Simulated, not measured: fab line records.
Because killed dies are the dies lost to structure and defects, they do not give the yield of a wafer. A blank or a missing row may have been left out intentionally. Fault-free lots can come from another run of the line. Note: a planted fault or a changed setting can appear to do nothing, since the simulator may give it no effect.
fab line records -- flow ritCmos
record lots=6, wafers=18, lastDay=7
route steps=202 shown ACTIVE@14 FOX1@20 FOX2@23 NWELL@28 PWELL@39 WELLDRIVE@50 NRETRO@53 GATE@79
lots that met no fault: from a run of the same line without faults
startH: the number of hours between the record's first day and the start of the first shown wafer of the lot -- waitH: time in hours since the lot's previous step -- " unchanged from the row above -- L1.1+2: several wafers, shown together as one row -- - no value, or no start given -- * or withheld: withheld -- < > ~ a bound
route shown NAME@n: a module of which the file shows steps, and the number in the route of the first -- usual: mean and standard deviation over wafers with no fault -- same: alike in all rows -- chamber/n: place in a boat -- sites: the reading at each site -- _std_site: the values' standard deviation -- _edge_site: mean of outer sites minus mean of inner sites -- radiusMm: how far each site lies from the wafer's centre -- mask NAME#n: copy n -- behind: the tool/chamber that last shaped the wafer -- hold: cause of the lot's hold/its duration in hours/its outcome -- device: the transistor (n, p or np) that didn't switch -- end of line: the same wafers' tests at the end of the route -- a step without rows: its recipe alone -- killed: the dies lost at the first sort to structure and to defects; this is not the yield of the wafer -- map: per-die view of a wafer (x killed, . not killed, _ where there is no die)
set.NAME: setting as actually run; set.NAME@STEP: the setting as run at that earlier step -- model.NAME: the simulator's own value behind a step, which no gauge read
lots at selected steps of the route; one table per step, one row per wafer
services: from which hour (startH, from the record's first day; less than 0 if before it) a tool's chamber was out of use, for how many hours, and why
## steps
# step RIT_ACTIVE_ETCH_13
# recipe stopOn=SiO2, chemistry=SF6, target=Si3N4, timeS=210, overEtchFrac=0.4, SF6_flow_sccm=200, pressureMtorr=260, rfW=125, targetDepthA=2100
# usual SF6_flow_sccm=199.9/0.57, chamberPressureMTorr=260.04/0.25, drypumpMotorCurrentA=5.8/0.44, oesProductAu=0.817/0.013, throttleValvePct=7.43/0.14
# same overEtchFrac=0.4, timeS=210
lot.wafer,tool,chamber,startH,waitH,SF6_flow_sccm,chamberPressureMTorr,drypumpMotorCurrentA,oesProductAu,rfHoursCounterH,throttleValvePct
L185.2,rieDiel-01,1,14.71,0.1,200.3,260.04,5.7,0.819,69,7.63
L185.3,rieDiel-01,3,14.71,0.1,199.4,260.15,6.7,0.845,2,7.38
L185.6,rieDiel-01,2,14.71,0.1,199.5,259.64,5.4,0.818,-,7.20
L189.1,rieDiel-04,2,34.83,0.1,198.4,259.99,5.4,0.836,72,7.41
L189.3,rieDiel-04,3,34.83,0.1,199.8,260.20,5.8,0.801,61,7.27
L189.4,rieDiel-04,3,34.83,0.1,200.6,260.15,5.8,0.801,-,7.26
L194.3,rieDiel-01,3,59.71,0.1,200.5,259.89,6.7,0.820,3,7.39
L194.5,rieDiel-01,3,59.71,0.1,201.6,260.08,6.6,0.826,-,7.37
L194.6,rieDiel-01,0,59.71,0.1,199.2,259.85,5.4,0.788,-,7.53
L195.4,rieDiel-01,2,64.84,0.1,200.5,259.83,5.4,0.810,-,7.20
L195.5,rieDiel-01,0,64.84,0.1,199.9,260.07,5.4,0.785,-,7.55
L195.6,rieDiel-01,3,64.84,0.1,199.3,260.28,6.6,0.827,-,7.38
L205.2,rieDiel-01,1,114.71,0.1,200.7,259.96,5.7,0.810,70,7.63
L205.3,rieDiel-01,3,114.71,0.1,199.6,260.10,6.6,0.833,3,7.36
L205.5,rieDiel-01,3,114.71,0.1,199.7,259.97,6.7,0.839,-,7.38
L207.2,rieDiel-04,1,124.83,0.1,199.9,260.05,5.9,0.816,12,7.53
L207.3,rieDiel-04,0,124.83,0.1,200.3,260.32,5.6,0.805,0,7.71
L207.5,rieDiel-04,3,124.83,0.1,200.5,260.16,5.8,0.805,-,7.25
# step RIT_ACTIVE_STRIP_14
# recipe chemistry=O2, timeS=180, resist=NOVOLAK, platenTempC=withheld, powerW=500, pressureMtorr=4000, o2FlowSccm=4000
# usual drypumpMotorCurrentA=5.52/0.22
# same timeS=180
lot.wafer,tool,chamber,startH,waitH,drypumpMotorCurrentA,rfHoursCounterH
L185.2,plasmaAsher-03,0,14.84,0.1,5.71,37
L185.3,plasmaAsher-03,0,14.84,0.1,5.78,-
L185.6,plasmaAsher-03,1,14.84,0.1,5.72,-
L189.1,plasmaAsher-03,0,34.97,0.1,5.75,39
L189.3,plasmaAsher-03,0,34.97,0.1,5.77,-
L189.4,plasmaAsher-03,1,34.97,0.1,5.69,-
L194.3,plasmaAsher-04,0,59.90,0.1,5.21,-
L194.5,plasmaAsher-04,1,59.90,0.1,5.56,-
L194.6,plasmaAsher-04,0,59.90,0.1,5.21,-
L195.4,plasmaAsher-03,1,64.97,0.1,5.73,-
L195.5,plasmaAsher-03,0,64.97,0.1,5.75,-
L195.6,plasmaAsher-03,1,64.97,0.1,5.75,-
L205.2,plasmaAsher-03,1,114.84,0.1,5.70,48
L205.3,plasmaAsher-03,1,114.84,0.1,5.72,-
L205.5,plasmaAsher-03,0,114.84,0.1,5.76,-
L207.2,plasmaAsher-02,1,124.97,0.1,5.38,1
L207.3,plasmaAsher-02,0,124.97,0.1,5.74,-
L207.5,plasmaAsher-02,1,124.97,0.1,5.38,-
# step RIT_ACTIVE_CD_MEAS_90
# recipe targetCdNm=1400
# usual cdNm=1400.6/1.9
lot.wafer,tool,chamber,startH,waitH,cdNm
L185.2,cdSem-01,-,15.04,0.1,1402.6
L185.3,cdSem-01,-,15.04,0.1,1401.9
L185.6,cdSem-01,-,15.04,0.1,1403.8
L189.1,cdSem-02,-,35.14,0.1,1403.9
L189.3,cdSem-02,-,35.14,0.1,1401.9
L189.4,cdSem-02,-,35.14,0.1,1403.8
L194.3,cdSem-02,-,60.06,0.1,1400.8
L194.5,cdSem-02,-,60.06,0.1,1398.0
L194.6,cdSem-02,-,60.06,0.1,1401.9
L195.4,cdSem-02,-,65.15,0.1,1400.9
L195.5,cdSem-02,-,65.15,0.1,1398.9
L195.6,cdSem-02,-,65.15,0.1,1398.6
L205.2,cdSem-02,-,115.04,0.1,1401.9
L205.3,cdSem-02,-,115.04,0.1,1399.9
L205.5,cdSem-02,-,115.04,0.1,1398.6
L207.2,cdSem-01,-,125.16,0.1,1399.5
L207.3,cdSem-01,-,125.16,0.1,1396.7
L207.5,cdSem-01,-,125.16,0.1,1398.1
# step RIT_ACTIVE_CLEAN_15
# recipe chemistry=SC1, mix=3:3:50, timeS=600, tempC=75
# step RIT_ACTIVE_CLEAN_16
# recipe chemistry=dHF, dilution=50:1, timeS=30
# step RIT_ACTIVE_CLEAN_17
# recipe chemistry=SC2, mix=3:3:50, timeS=600, tempC=75, dry=n2Spin
# step RIT_FOX1_OXIDATION_00
# recipe tempC=1100, ambient=H2O, targetThkA=3507, pH2oTorr=720, oxTimeS=1130
# step RIT_FOX1_THK_MEAS_01
# recipe reads=SiO2_of_FOX1_OXIDATION_00
# usual FOX1_OXIDE_THK=349/8.5
lot.wafer,tool,chamber,startH,waitH,FOX1_OXIDE_THK[nm]
L185.2,filmMetro-03,-,18.38,0.0,366
L185.3,filmMetro-03,-,18.38,0.0,363
L185.6,filmMetro-03,-,18.38,0.0,362
L189.1,filmMetro-04,-,37.12,0.0,351
L189.3,filmMetro-04,-,37.12,0.0,352
L189.4,filmMetro-04,-,37.12,0.0,358
L194.3,filmMetro-04,-,63.39,0.0,356
L194.5,filmMetro-04,-,63.39,0.0,356
L194.6,filmMetro-04,-,63.39,0.0,351
L195.4,filmMetro-01,-,68.04,0.0,340
L195.5,filmMetro-01,-,68.04,0.0,336
L195.6,filmMetro-01,-,68.04,0.0,342
L205.2,filmMetro-03,-,117.25,0.0,350
L205.3,filmMetro-03,-,117.25,0.0,347
L205.5,filmMetro-03,-,117.25,0.0,347
L207.2,filmMetro-01,-,127.53,0.0,354
L207.3,filmMetro-01,-,127.53,0.0,345
L207.5,filmMetro-01,-,127.53,0.0,345
# step RIT_FOX1_WET_ETCH_02
# recipe chemistry=BOE, targetDepthNm=350, timeS=390, tempC=21.5, dry=n2Spin, dilution=10:1, target=SiO2
# step RIT_FOX2_OXIDATION_00
# recipe tempC=1089, ambient=H2O, targetThkA=3507, pH2oTorr=720, oxTimeS=1130
# step RIT_FOX2_THK_MEAS_01
# recipe reads=SiO2_of_FOX2_OXIDATION_00
# usual FOX2_OXIDE_THK=330/5.8
lot.wafer,tool,chamber,startH,waitH,FOX2_OXIDE_THK[nm]
L185.2,filmMetro-02,-,19.87,0.0,331
L185.3,filmMetro-02,-,19.87,0.0,334
L185.6,filmMetro-02,-,19.87,0.0,339
L189.1,filmMetro-02,-,38.61,0.0,330
L189.3,filmMetro-02,-,38.61,0.0,327
L189.4,filmMetro-02,-,38.61,0.0,326
L194.3,filmMetro-04,-,64.88,0.0,341
L194.5,filmMetro-04,-,64.88,0.0,342
L194.6,filmMetro-04,-,64.88,0.0,344
L195.4,filmMetro-03,-,71.55,0.0,329
L195.5,filmMetro-03,-,71.55,0.0,332
L195.6,filmMetro-03,-,71.55,0.0,331
L205.2,filmMetro-04,-,118.75,0.0,335
L205.3,filmMetro-04,-,118.75,0.0,335
L205.5,filmMetro-04,-,118.75,0.0,333
L207.2,filmMetro-04,-,129.04,0.0,322
L207.3,filmMetro-04,-,129.04,0.0,314
L207.5,filmMetro-04,-,129.04,0.0,325
# step RIT_FOX2_CLEAN_02
# recipe chemistry=dHF, dilution=50:1, timeS=180
# step RIT_FOX2_WET_ETCH_03
# recipe chemistry=H3PO4, target=Si3N4, targetDepthNm=195, tempC=165, timeS=2700
# usual bathGuardTempC=165.1/0.53, bathHeatDutyPct=30/5.2, timeS=2700/0
lot.wafer,tool,chamber,startH,waitH,bathGuardTempC,bathHeatDutyPct,timeS,model.Si3N4_of_ACTIVE_CVD_03.thkNm,model.SiO2_of_FOX2_OXIDATION_00.thkNm,model.SiO2_of_ACTIVE_OXIDATION_01.thkNm
L185.2,wetBench-03,2,19.98,0.0,164.7,21,2700,0,304.1,41.43
L185.3,wetBench-03,2,19.98,0.0,164.8,21,2700,0,306.3,39.74
L185.6,wetBench-03,2,19.98,0.0,165.2,21,2700,0,311.8,40.65
L189.1,wetBench-04,3,38.73,0.0,165.0,40,2700,0,302.2,41.79
L189.3,wetBench-04,3,38.73,0.0,164.9,39,2700,0,299.4,41.98
L189.4,wetBench-04,3,38.73,0.0,164.8,39,2700,0,298.8,42.49
L194.3,wetBench-04,0,64.98,0.0,-,-,-,129.8,324.3,45.71
L194.5,wetBench-04,0,64.98,0.0,-,-,-,130.2,324.9,45.98
L194.6,wetBench-04,0,64.98,0.0,-,-,-,131.4,326.6,46.63
L195.4,wetBench-03,2,71.64,0.0,-,-,-,130.6,313.1,48.57
L195.5,wetBench-03,2,71.64,0.0,-,-,-,128.9,315.6,48.56
L195.6,wetBench-03,2,71.64,0.0,-,-,-,130,314.4,46.72
L205.2,wetBench-04,1,118.86,0.0,164.7,30,2700,0,308,41.89
L205.3,wetBench-04,1,118.86,0.0,164.6,28,2700,0,308.4,40.29
L205.5,wetBench-04,1,118.86,0.0,164.3,27,2700,0,305.4,40.34
L207.2,wetBench-01,1,129.14,0.0,165.7,34,2700,0,294.7,40.29
L207.3,wetBench-01,1,129.14,0.0,165.8,35,2700,0,286.6,40.61
L207.5,wetBench-01,1,129.14,0.0,165.6,35,2700,0,297.4,40.71
# step RIT_NWELL_HMDS_00
# recipe primeTimeS=60, primeTempC=140
# step RIT_NWELL_COAT_01
# recipe resist=NOVOLAK, spinRpm=2000, resistThkNm=1300
# step RIT_NWELL_SOFTBAKE_02
# recipe resist=NOVOLAK, tempC=90, timeS=58.47
# step RIT_NWELL_EXPOSE_03
# recipe maskId=M2, na=0.57, targetCdNm=43900, doseMj=250
# step RIT_NWELL_PEB_04
# recipe resist=NOVOLAK, tempC=withheld, timeS=withheld
# step RIT_NWELL_DEVELOP_05
# recipe resist=NOVOLAK, developTimeS=68, devTempC=23
# step RIT_NWELL_OVL_MEAS_06
# usual NWELL_OVL=-0.5/1.4
lot.wafer,tool,chamber,startH,waitH,NWELL_OVL[nm]
L185.2,overlay-01,-,21.68,-,-1.0
L185.3,overlay-01,-,21.68,-,-2.3
L185.6,overlay-01,-,21.68,-,1.3
L189.1,overlay-02,-,40.43,-,-2.9
L189.3,overlay-02,-,40.43,-,-2.1
L189.4,overlay-02,-,40.43,-,-0.8
L194.3,overlay-02,-,66.76,-,0.1
L194.5,overlay-02,-,66.76,-,-1.3
L194.6,overlay-02,-,66.76,-,1.2
L195.4,overlay-01,-,73.36,-,-2.5
L195.5,overlay-01,-,73.36,-,0.4
L195.6,overlay-01,-,73.36,-,1.3
L205.2,overlay-02,-,120.80,-,-1.4
L205.3,overlay-02,-,120.80,-,-3.6
L205.5,overlay-02,-,120.80,-,-2.1
L207.2,overlay-02,-,131.07,-,0.3
L207.3,overlay-02,-,131.07,-,1.1
L207.5,overlay-02,-,131.07,-,-2.5
# step RIT_NWELL_HARDBAKE_07
# recipe resist=NOVOLAK, tempC=140, timeS=120
# step RIT_NWELL_IMPLANT_08
# recipe species=P, energyKev=170, doseCm2=5e+13, tiltDeg=7
# step RIT_NWELL_STRIP_09
# recipe chemistry=O2, timeS=180, resist=NOVOLAK, platenTempC=withheld, powerW=500, pressureMtorr=4000, o2FlowSccm=4000
# usual drypumpMotorCurrentA=5.5/0.52
# same timeS=180
lot.wafer,tool,chamber,startH,waitH,drypumpMotorCurrentA,rfHoursCounterH
L185.2,plasmaAsher-01,0,22.11,0.1,6.2,38
L185.3,plasmaAsher-01,0,22.11,0.1,6.2,-
L185.6,plasmaAsher-01,0,22.11,0.1,6.2,-
L189.1,plasmaAsher-01,0,40.86,0.1,6.2,40
L189.3,plasmaAsher-01,1,40.86,0.1,4.8,-
L189.4,plasmaAsher-01,0,40.86,0.1,6.2,-
L194.3,plasmaAsher-03,1,67.55,0.1,5.7,-
L194.5,plasmaAsher-03,0,67.55,0.1,5.8,-
L194.6,plasmaAsher-03,1,67.55,0.1,5.7,-
L195.4,plasmaAsher-03,1,73.83,0.1,5.7,-
L195.5,plasmaAsher-03,1,73.83,0.1,5.7,-
L195.6,plasmaAsher-03,0,73.83,0.1,5.8,-
L205.2,plasmaAsher-04,1,121.23,0.1,5.5,35
L205.3,plasmaAsher-04,0,121.23,0.1,5.2,-
L205.5,plasmaAsher-04,1,121.23,0.1,5.5,-
L207.2,plasmaAsher-03,0,131.50,0.1,5.7,50
L207.3,plasmaAsher-03,0,131.50,0.1,5.8,-
L207.5,plasmaAsher-03,1,131.50,0.1,5.7,-
# step RIT_NWELL_TW_MEAS_10
# usual NWELL_TW=2129/19
lot.wafer,tool,chamber,startH,waitH,NWELL_TW
L185.2,filmMetro-01,-,22.30,0.1,2124
L185.3,filmMetro-01,-,22.30,0.1,2119
L185.6,filmMetro-01,-,22.30,0.1,2117
L189.1,filmMetro-01,-,41.04,0.1,2122
L189.3,filmMetro-01,-,41.04,0.1,2113
L189.4,filmMetro-01,-,41.04,0.1,2129
L194.3,filmMetro-02,-,67.69,0.1,2142
L194.5,filmMetro-02,-,67.69,0.1,2149
L194.6,filmMetro-02,-,67.69,0.1,2136
L195.4,filmMetro-04,-,73.98,0.1,2126
L195.5,filmMetro-04,-,73.98,0.1,2140
L195.6,filmMetro-04,-,73.98,0.1,2128
L205.2,filmMetro-04,-,121.41,0.1,2118
L205.3,filmMetro-04,-,121.41,0.1,2108
L205.5,filmMetro-04,-,121.41,0.1,2124
L207.2,filmMetro-01,-,131.69,0.1,2123
L207.3,filmMetro-01,-,131.69,0.1,2115
L207.5,filmMetro-01,-,131.69,0.1,2109
# step RIT_PWELL_HMDS_00
# recipe primeTimeS=60, primeTempC=140
# step RIT_PWELL_COAT_01
# recipe resist=NOVOLAK, spinRpm=2000, resistThkNm=1300
# step RIT_PWELL_SOFTBAKE_02
# recipe resist=NOVOLAK, tempC=90, timeS=60
# step RIT_PWELL_EXPOSE_03
# recipe maskId=M3, na=0.57, targetCdNm=43700, doseMj=250
# step RIT_PWELL_PEB_04
# recipe resist=NOVOLAK, tempC=withheld, timeS=withheld
# step RIT_PWELL_DEVELOP_05
# recipe resist=NOVOLAK, developTimeS=68, devTempC=23
# step RIT_PWELL_OVL_MEAS_06
# usual PWELL_OVL=-0.6/1.4
lot.wafer,tool,chamber,startH,waitH,PWELL_OVL[nm]
L185.2,overlay-01,-,23.36,-,-1.9
L185.3,overlay-01,-,23.36,-,-2.8
L185.6,overlay-01,-,23.36,-,-1.0
L189.1,overlay-02,-,41.98,-,2.0
L189.3,overlay-02,-,41.98,-,1.9
L189.4,overlay-02,-,41.98,-,1.5
L194.3,overlay-02,-,68.62,-,0.3
L194.5,overlay-02,-,68.62,-,-0.8
L194.6,overlay-02,-,68.62,-,-1.9
L195.4,overlay-02,-,75.03,-,-0.7
L195.5,overlay-02,-,75.03,-,0.3
L195.6,overlay-02,-,75.03,-,-1.2
L205.2,overlay-02,-,122.35,-,1.2
L205.3,overlay-02,-,122.35,-,2.3
L205.5,overlay-02,-,122.35,-,1.2
L207.2,overlay-02,-,132.75,-,0.2
L207.3,overlay-02,-,132.75,-,0.5
L207.5,overlay-02,-,132.75,-,-0.5
# step RIT_PWELL_HARDBAKE_07
# recipe resist=NOVOLAK, tempC=140, timeS=120
# step RIT_PWELL_IMPLANT_08
# recipe species=B, energyKev=170, doseCm2=7e+13, tiltDeg=7
# step RIT_PWELL_STRIP_09
# recipe chemistry=O2, timeS=180, resist=NOVOLAK, platenTempC=withheld, powerW=484.6, pressureMtorr=4000, o2FlowSccm=4000
# usual drypumpMotorCurrentA=5.5/0.39
# same timeS=180
lot.wafer,tool,chamber,startH,waitH,drypumpMotorCurrentA,rfHoursCounterH
L185.2,plasmaAsher-01,1,23.79,0.1,4.8,39
L185.3,plasmaAsher-01,0,23.79,0.1,6.2,-
L185.6,plasmaAsher-01,1,23.79,0.1,4.8,-
L189.1,plasmaAsher-04,0,42.41,0.1,5.2,25
L189.3,plasmaAsher-04,0,42.41,0.1,5.2,-
L189.4,plasmaAsher-04,1,42.41,0.1,5.5,-
L194.3,plasmaAsher-04,1,69.10,0.1,5.6,-
L194.5,plasmaAsher-04,0,69.10,0.1,5.2,-
L194.6,plasmaAsher-04,1,69.10,0.1,5.6,-
L195.4,plasmaAsher-04,1,75.51,0.1,5.6,-
L195.5,plasmaAsher-04,0,75.51,0.1,5.2,-
L195.6,plasmaAsher-04,1,75.51,0.1,5.6,-
L205.2,plasmaAsher-04,1,122.78,0.1,5.6,35
L205.3,plasmaAsher-04,0,122.78,0.1,5.2,-
L205.5,plasmaAsher-04,0,122.78,0.1,5.2,-
L207.2,plasmaAsher-01,0,133.18,0.1,6.1,50
L207.3,plasmaAsher-01,1,133.18,0.1,4.8,-
L207.5,plasmaAsher-01,0,133.18,0.1,6.1,-
# step RIT_PWELL_TW_MEAS_10
# usual PWELL_TW=949/8.2
lot.wafer,tool,chamber,startH,waitH,PWELL_TW
L185.2,filmMetro-02,-,23.97,0.1,953
L185.3,filmMetro-02,-,23.97,0.1,958
L185.6,filmMetro-02,-,23.97,0.1,959
L189.1,filmMetro-04,-,42.59,0.1,945
L189.3,filmMetro-04,-,42.59,0.1,946
L189.4,filmMetro-04,-,42.59,0.1,948
L194.3,filmMetro-02,-,69.24,0.1,951
L194.5,filmMetro-02,-,69.24,0.1,954
L194.6,filmMetro-02,-,69.24,0.1,947
L195.4,filmMetro-04,-,75.65,0.1,947
L195.5,filmMetro-04,-,75.65,0.1,950
L195.6,filmMetro-04,-,75.65,0.1,948
L205.2,filmMetro-01,-,122.96,0.1,939
L205.3,filmMetro-01,-,122.96,0.1,936
L205.5,filmMetro-01,-,122.96,0.1,938
L207.2,filmMetro-01,-,133.36,0.1,936
L207.3,filmMetro-01,-,133.36,0.1,941
L207.5,filmMetro-01,-,133.36,0.1,944
# step RIT_WELLDRIVE_ANNEAL_00
# recipe tempC=1100, timeS=14700, ambient=N2
# step RIT_NRETRO_HMDS_00
# recipe primeTimeS=60, primeTempC=140
# step RIT_NRETRO_COAT_01
# recipe resist=NOVOLAK, spinRpm=2000, resistThkNm=1300
# step RIT_NRETRO_SOFTBAKE_02
# recipe resist=NOVOLAK, tempC=90, timeS=60
# step RIT_GATE_CLEAN_04
# recipe chemistry=dHF, dilution=50:1, timeS=60.89, dry=n2Spin
# same timeS=60.89
lot.wafer,tool,chamber,startH,waitH,model.SiO2_of_FOX2_OXIDATION_00.thkNm
L185.2,wetBench-03,2,33.51,0.0,235.9
L185.3,wetBench-03,2,33.51,0.0,238.6
L185.6,wetBench-03,2,33.51,0.0,243.7
L189.1,wetBench-01,1,51.84,0.0,233.2
L189.3,wetBench-01,1,51.84,0.0,230.7
L189.4,wetBench-01,1,51.84,0.0,230
L194.3,wetBench-03,2,80.61,0.0,256.8
L194.5,wetBench-03,2,80.61,0.0,257.3
L194.6,wetBench-03,2,80.61,0.0,259.5
L195.4,wetBench-02,0,85.08,0.0,245.5
L195.5,wetBench-02,0,85.08,0.0,247.9
L195.6,wetBench-02,0,85.08,0.0,246.4
L205.2,wetBench-02,1,131.85,0.0,240.4
L205.3,wetBench-02,1,131.85,0.0,240.6
L205.5,wetBench-02,1,131.85,0.0,237.9
L207.2,wetBench-03,2,142.28,0.0,227.7
L207.3,wetBench-03,2,142.28,0.0,219.3
L207.5,wetBench-03,2,142.28,0.0,230.3
## services
tool,chamber,startH,hours,kind
plasmaAsher-02,-,-8.39,2.8,pm
plasmaAsher-02,-,-3.94,14.6,pm
rieDiel-04,0,12.72,49.8,repair
rieDiel-04,3,22.06,12.6,repair
rieDiel-01,-,31.44,0.4,repair
rieDiel-01,2,48.18,1.8,repair
rieDiel-04,-,54.48,0.2,repair
rieDiel-01,1,59.16,34.2,repair
plasmaAsher-03,-,61.16,2.7,repair
rieDiel-01,-,66.61,14.6,pm
plasmaAsher-02,-,70.02,8.1,repair
rieDiel-04,0,72.87,-,clean
rieDiel-04,0,72.87,25.2,scheduledDown
rieDiel-04,0,72.87,25.2,ventCycle
plasmaAsher-01,-,74.99,3.2,repair
wetBench-03,-,82.26,4.4,pm
rieDiel-04,2,85.36,21.6,repair
plasmaAsher-01,-,90.39,5.1,repair
wetBench-02,-,91.05,1.9,pm
plasmaAsher-02,-,108.75,9.0,pm
plasmaAsher-02,0,108.75,9.0,ventCycle
wetBench-01,-,115.11,4.1,repair
plasmaAsher-01,-,115.79,4.3,repair
rieDiel-01,-,119.03,0.6,repair
## key
firstSign step=RIT_FOX2_WET_ETCH_03, reading=toolRecord, direction=missing
effect none on later readings
modelEffect step=RIT_FOX2_WET_ETCH_03, value=Si3N4_of_ACTIVE_CVD_03.thkNm, without=0, struck=130.1
modelEffect step=RIT_GATE_CLEAN_04, value=SiO2_of_FOX2_OXIDATION_00.thkNm, without=241.6, struck=252.2
metAt RIT_FOX2_WET_ETCH_03
struckWafers L194.3,L194.5,L194.6,L195.4,L195.5,L195.6
laterRowsLeftOut L194.3,L194.5,L194.6,L195.4,L195.5,L195.6
sortLeftOut L194.3,L194.5,L194.6,L195.4,L195.5,L195.6
testerLeftOut L194,L195
onsetBetween 38.73 64.98
fault kind=skippedStepWhole, tool=wetBench-03,wetBench-04, chamber=-, onsetH=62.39, steps=RIT_FOX2_WET_ETCH_03, scope=struckLotsOnly
# testerLeftOut: of these lots the tester's yield and bins aren't shown, on N5 and GAA mostly nor the transistor test; their killed dies are dies lost to structure and defects alone, not to doping, threshold or leakage, so they don't give the yield
# sortLeftOut: the simulated sort isn't trusted on such a fault, so these wafers' sort isn't shown, and their yield isn't known
# laterRowsLeftOut: the simulator's readings of these wafers behind a module that went badly wrong aren't trusted and aren't shown, but for the sort
